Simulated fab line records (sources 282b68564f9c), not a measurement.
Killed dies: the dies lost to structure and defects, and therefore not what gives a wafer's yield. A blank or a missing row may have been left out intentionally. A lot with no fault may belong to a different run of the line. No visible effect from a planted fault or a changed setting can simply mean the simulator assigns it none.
Struck lot and sound lot, side by side | flow rit cmos | 19 out of 202 route steps
Sound: wafers L816.4, L816.5, L816.6. The struck wafers were L826.2, L826.3, L826.5. The cause comes at the end.
At each step with rows: each side's tool, then ch and its chambers, then its first start. Under that, the readings that differ: sound wafers | struck wafers | difference of the means | sigmas: that difference in standard deviations of wafers without a fault.
alike: same words and numbers on both sides, and readings whose means sit less than 2 such deviations apart. not compared: any withheld reading, any reading some wafer has no value for, any bound like >300 that may hide the same value, and any number with overlapping values for which the record gives no deviation.
Wherever a step has rows on one side only, a row that says differs or no value, or a row with sigmas, the two part there. Numbers that have no deviation but don't overlap get no sigmas and don't part them. Lack of a reading on every wafer of one side parts them only where that side has two or more wafers.

first, 6 steps without rows for these wafers: RIT_NRETRO_HMDS_00 (prime time 60 s); RIT_NRETRO_COAT_01 (resist thk 1300 nm); RIT_NRETRO_SOFTBAKE_02 (time 60 s); RIT_NRETRO_EXPOSE_03 (exposes mask M4, target cd 43900 nm); RIT_NRETRO_PEB_04; RIT_NRETRO_DEVELOP_05 (develop time 68 s).
RIT_NRETRO_OVL_MEAS_06:
  sound on overlay-02 at day 2 20:48; struck on overlay-01 at day 4 22:39
  alike: NRETRO_OVL
then, 2 steps without rows for these wafers: RIT_NRETRO_HARDBAKE_07 (time 120 s); RIT_NRETRO_IMPLANT_08.
RIT_NRETRO_STRIP_09: strips in O2, time 180 s.
  sound on plasma asher-02 ch 0,1, day 2 21:16; struck on plasma asher-04 ch 0,1, day 4 23:05
  alike: drypump motor current A
  not compared: rf hours counter h
RIT_NRETRO_TW_MEAS_10:
  sound on film metro-02 at day 2 21:25; struck on film metro-01 at day 4 23:16
  alike: NRETRO_TW
then, 1 step without rows for these wafers: RIT_PRETRO_HMDS_00 (prime time 60 s).
RIT_PRETRO_COAT_01: resist thk 1300 nm.
  sound on litho track-02 ch 0, day 2 21:40; struck on litho track-01, day 4 23:29
  no value came back on the struck wafers for chill plate temp C (C), dispense pressure kPa (kPa); on the sound wafers chill plate temp C (C) reads 22.80 22.75 22.87
then, 4 steps without rows for these wafers: RIT_PRETRO_SOFTBAKE_02 (time 60 s); RIT_PRETRO_EXPOSE_03 (exposes mask M5, target cd 43700 nm); RIT_PRETRO_PEB_04; RIT_PRETRO_DEVELOP_05 (develop time 65.46 s).
RIT_PRETRO_OVL_MEAS_06:
  sound on overlay-01 at day 2 22:21; struck on overlay-02 at day 5 00:12
  reading         | sound         | struck | difference                    | sigmas
  PRETRO_OVL (nm) | -0.3 0.4 -0.5 | - - -  | no value on the struck wafers |
then, 1 step without rows for these wafers: RIT_PRETRO_HARDBAKE_07 (time 120 s).

## WHERE THEY PART
At RIT_PRETRO_COAT_01 first; at RIT_PRETRO_OVL_MEAS_06 last (within this record only).

WHY: what the simulator had put in
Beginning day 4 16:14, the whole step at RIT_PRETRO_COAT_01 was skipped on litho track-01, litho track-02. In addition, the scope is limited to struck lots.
